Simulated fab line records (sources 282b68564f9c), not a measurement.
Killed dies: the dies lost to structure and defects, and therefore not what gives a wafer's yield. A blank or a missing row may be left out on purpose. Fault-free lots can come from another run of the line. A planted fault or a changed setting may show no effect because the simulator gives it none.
Lot-split experiment :: flow rit_cmos :: 5 lots, 20 wafers read, on a route of 202 steps

== ABOUT THE SPLIT ==
At RIT_GATE_EXPOSE_13 (exposes mask M6, target cd 150 nm), the setting dose_mj was moved away from the recipe's 380 on 5 of the 20 wafers read, by -2.3% to +5.2%. The other wafers ran this setting at the recipe's value.

== FROM SPLIT TO READING: 1 step shown by the file between the two ==
- RIT_PLDD_COAT_01: resist thk 1000 nm (also split here: resist_thk_nm)

== THE READING ==
etest.ppoly_line.line_ohm_um (the simulator's own value, which no gauge read), at RIT_M1_PROBE_99. The file gives no usual value for it. Here, 15 wafers ran the recipe; their average is 165.8 with a standard deviation of 2.9.

wafer: L076.1
tool, chamber at the split: iline_stepper-01, 0
dose_mj as run: 399.6
against the recipe: +5.2%
etest.ppoly_line.line_ohm_um: 222.2
against lot-mates on the recipe: +56.8

wafer: L076.2
tool, chamber at the split: iline_stepper-01, 0
dose_mj as run: 399.6
against the recipe: +5.2%
etest.ppoly_line.line_ohm_um: 231.7
against lot-mates on the recipe: +66.3

wafer: L076.4
tool, chamber at the split: iline_stepper-01, 0
dose_mj as run: 399.6
against the recipe: +5.2%
etest.ppoly_line.line_ohm_um: 235.8
against lot-mates on the recipe: +70.5

wafer: L076.5
tool, chamber at the split: iline_stepper-01, 0
dose_mj as run: 380
against the recipe: recipe
etest.ppoly_line.line_ohm_um: 168.1
against lot-mates on the recipe: -

wafer: L076.6
tool, chamber at the split: iline_stepper-01, 0
dose_mj as run: 380
against the recipe: recipe
etest.ppoly_line.line_ohm_um: 162.6
against lot-mates on the recipe: -

wafer: L078.2
tool, chamber at the split: iline_stepper-01, 0
dose_mj as run: 380
against the recipe: recipe
etest.ppoly_line.line_ohm_um: 168
against lot-mates on the recipe: -

wafer: L078.5
tool, chamber at the split: iline_stepper-01, 0
dose_mj as run: 380
against the recipe: recipe
etest.ppoly_line.line_ohm_um: 161
against lot-mates on the recipe: -

wafer: L079.1
tool, chamber at the split: iline_stepper-02, 0
dose_mj as run: 380
against the recipe: recipe
etest.ppoly_line.line_ohm_um: 166.8
against lot-mates on the recipe: -

wafer: L079.2
tool, chamber at the split: iline_stepper-02, 0
dose_mj as run: 380
against the recipe: recipe
etest.ppoly_line.line_ohm_um: 168.4
against lot-mates on the recipe: -

wafer: L079.6
tool, chamber at the split: iline_stepper-02, 0
dose_mj as run: 380
against the recipe: recipe
etest.ppoly_line.line_ohm_um: 164.7
against lot-mates on the recipe: -

wafer: L080.1
tool, chamber at the split: iline_stepper-01, 0
dose_mj as run: 380
against the recipe: recipe
etest.ppoly_line.line_ohm_um: 166.7
against lot-mates on the recipe: -

wafer: L080.2
tool, chamber at the split: iline_stepper-01, 0
dose_mj as run: 380
against the recipe: recipe
etest.ppoly_line.line_ohm_um: 172.1
against lot-mates on the recipe: -

wafer: L080.4
tool, chamber at the split: iline_stepper-01, 0
dose_mj as run: 380
against the recipe: recipe
etest.ppoly_line.line_ohm_um: 168.8
against lot-mates on the recipe: -

wafer: L080.5
tool, chamber at the split: iline_stepper-01, 0
dose_mj as run: 371.3
against the recipe: -2.3%
etest.ppoly_line.line_ohm_um: 152.4
against lot-mates on the recipe: -16.8

wafer: L080.6
tool, chamber at the split: iline_stepper-01, 0
dose_mj as run: 371.3
against the recipe: -2.3%
etest.ppoly_line.line_ohm_um: 146.2
against lot-mates on the recipe: -23.0

wafer: L082.1
tool, chamber at the split: iline_stepper-01, 0
dose_mj as run: 380
against the recipe: recipe
etest.ppoly_line.line_ohm_um: 166.7
against lot-mates on the recipe: -

wafer: L082.2
tool, chamber at the split: iline_stepper-01, 0
dose_mj as run: 380
against the recipe: recipe
etest.ppoly_line.line_ohm_um: 162.2
against lot-mates on the recipe: -

wafer: L082.3
tool, chamber at the split: iline_stepper-01, 0
dose_mj as run: 380
against the recipe: recipe
etest.ppoly_line.line_ohm_um: 164
against lot-mates on the recipe: -

wafer: L082.4
tool, chamber at the split: iline_stepper-01, 0
dose_mj as run: 380
against the recipe: recipe
etest.ppoly_line.line_ohm_um: 164.2
against lot-mates on the recipe: -

wafer: L082.6
tool, chamber at the split: iline_stepper-01, 0
dose_mj as run: 380
against the recipe: recipe
etest.ppoly_line.line_ohm_um: 163.1
against lot-mates on the recipe: -

FIT RESULTS
A straight line over all 20 wafers: etest.ppoly_line.line_ohm_um changes by +11.6 for each +1% of dose_mj; r = +0.98; the points scatter about the line by 5.
The same after taking each lot's own level away (the mean of its wafers on the recipe; 20 wafers): +11.9 for each +1%; r = +0.99; scatter 4.1.
The reading moves by 62 for the largest change in dose_mj, on that fit.
The lots' own levels span 164.04 to 169.20, that is 1.8 times the standard deviation above.
Hence the lot-to-lot level has little effect on the slope; both slopes agree.
Check: for one of the wafers moved furthest among these (+5.2%), held out of the fit, the line's prediction against its lot-mates is +65.3. Against them it came out at +56.8.

== ADDITIONAL SPLITS CARRIED BY THESE WAFERS ==
Before the reading, these wafers also passed through other splits. Each is held against what the fit with the lots' levels taken away leaves over:
other split on the same wafers: RIT_ACTIVE_CVD_03 pressure_mtorr
wafers away from the commonest value: 12
r with etest.ppoly_line.line_ohm_um (lot level and that fit taken away): -0.25

other split on the same wafers: RIT_ACTIVE_DEVELOP_10 dev_temp_c
wafers away from the commonest value: 6
r with etest.ppoly_line.line_ohm_um (lot level and that fit taken away): +0.11

other split on the same wafers: RIT_FOX2_OXIDATION_00 ox_time_s
wafers away from the commonest value: 10
r with etest.ppoly_line.line_ohm_um (lot level and that fit taken away): +0.16

other split on the same wafers: RIT_PWELL_COAT_01 spin_rpm
wafers away from the commonest value: 10
r with etest.ppoly_line.line_ohm_um (lot level and that fit taken away): +0.04

other split on the same wafers: RIT_PWELL_IMPLANT_08 dose_cm2
wafers away from the commonest value: 5
r with etest.ppoly_line.line_ohm_um (lot level and that fit taken away): +0.03

other split on the same wafers: RIT_NRETRO_COAT_01 resist_thk_nm
wafers away from the commonest value: 6
r with etest.ppoly_line.line_ohm_um (lot level and that fit taken away): +0.38

other split on the same wafers: RIT_NRETRO_SOFTBAKE_02 time_s
wafers away from the commonest value: 8
r with etest.ppoly_line.line_ohm_um (lot level and that fit taken away): +0.23

other split on the same wafers: RIT_PRETRO_COAT_01 spin_rpm
wafers away from the commonest value: 7
r with etest.ppoly_line.line_ohm_um (lot level and that fit taken away): +0.25

other split on the same wafers: RIT_PRETRO_HARDBAKE_07 temp_c
wafers away from the commonest value: 6
r with etest.ppoly_line.line_ohm_um (lot level and that fit taken away): +0.13

other split on the same wafers: RIT_PLDD_COAT_01 resist_thk_nm
wafers away from the commonest value: 7
r with etest.ppoly_line.line_ohm_um (lot level and that fit taken away): -0.31

== THE WHOLE CHAIN: every reading that the file lists as answering this split, in the file's order ==
step: RIT_M1_PROBE_99
what it does: 
reading: etest.pmos_0p15.r_on_ohm_um (the simulator's own value, which no gauge read)
change (the file's fit): -116 for each +1% of the setting
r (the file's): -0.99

step: RIT_M1_PROBE_99
what it does: 
reading: etest.pmos_turned.r_on_ohm_um (the simulator's own value, which no gauge read)
change (the file's fit): -109 for each +1% of the setting
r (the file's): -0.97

step: RIT_M1_PROBE_99
what it does: 
reading: etest.pmos_0p3.r_on_ohm_um (the simulator's own value, which no gauge read)
change (the file's fit): -61.5 for each +1% of the setting
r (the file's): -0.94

step: RIT_M1_PROBE_99
what it does: 
reading: etest.nmos_0p15.drive_ua_um (the simulator's own value, which no gauge read)
change (the file's fit): +25.7 for each +1% of the setting
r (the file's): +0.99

step: RIT_M1_PROBE_99
what it does: 
reading: etest.nmos_0p15.r_on_ohm_um (the simulator's own value, which no gauge read)
change (the file's fit): -35.3 for each +1% of the setting
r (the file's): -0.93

step: RIT_M1_PROBE_99
what it does: 
reading: etest.pmos_0p15.drive_ua_um (the simulator's own value, which no gauge read)
change (the file's fit): +16.4 for each +1% of the setting
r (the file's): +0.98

step: RIT_M1_PROBE_99
what it does: 
reading: etest.npoly_line.line_ohm_um (the simulator's own value, which no gauge read)
change (the file's fit): +12.8 for each +1% of the setting
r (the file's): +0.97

step: RIT_M1_PROBE_99
what it does: 
reading: etest.ppoly_line.line_ohm_um (the simulator's own value, which no gauge read)
change (the file's fit): +11.9 for each +1% of the setting
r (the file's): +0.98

== THE FILE'S OWN FIT ==
etest.ppoly_line.line_ohm_um changes by +11.9 for each +1% of dose_mj, r = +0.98.
